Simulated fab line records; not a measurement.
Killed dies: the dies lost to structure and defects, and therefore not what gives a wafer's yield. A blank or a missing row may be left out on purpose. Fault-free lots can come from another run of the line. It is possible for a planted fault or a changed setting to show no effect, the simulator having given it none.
Which tool is to blame? | flow berkeley-cmos170 | 7 lots, 21 wafers sampled, at 1 step of a route of 331

## WHAT EACH GAUGE READ, for each wafer
UCB170_M1_CD_MEAS_09: the cd target is 700 nm.
lot  | measured     | on        | cd-nm (nm)
L257 | day 7 04:35  | cd-sem-02 | 697.8 696.9 697.7
L258 | day 7 18:11  | cd-sem-02 | 699.0 699.4 699.4
L260 | day 7 18:41  | cd-sem-01 | 698.6 699.0 697.9
L265 | day 8 14:32  | cd-sem-02 | 699.4 699.9 700.5
L272 | day 10 11:18 | cd-sem-02 | 697.9 697.0 697.5
L274 | day 10 18:59 | cd-sem-02 | 698.3 699.8 700.5
L277 | day 11 05:32 | cd-sem-01 | 697.0 698.4 696.6

## TOOL THAT RAN EACH LOT (tool first, then ch and the chambers of the sampled wafers, then the start)
The record shows no process step preceding these readings.

## THE ANSWER, worked out from the rows above alone
Rule: the usual values come from the lots themselves. The widest of any qualifying gaps counts: lots, ordered by their means at a reading, are off when they make up no more than a third of the lots, leave a main group of 4 or more, and stand apart from it by 3 or more times the standard deviation of that group's means. A main group whose means are all the same, to the digits that the tables above print for the reading, isn't used. Also off: a lot with no number at a reading for which 4 or more lots have one. All remaining lots with rows at the step are treated as sound.
Nothing can be told from this: no lot is off at any reading shown.

## WHAT THE SIMULATOR PUT IN
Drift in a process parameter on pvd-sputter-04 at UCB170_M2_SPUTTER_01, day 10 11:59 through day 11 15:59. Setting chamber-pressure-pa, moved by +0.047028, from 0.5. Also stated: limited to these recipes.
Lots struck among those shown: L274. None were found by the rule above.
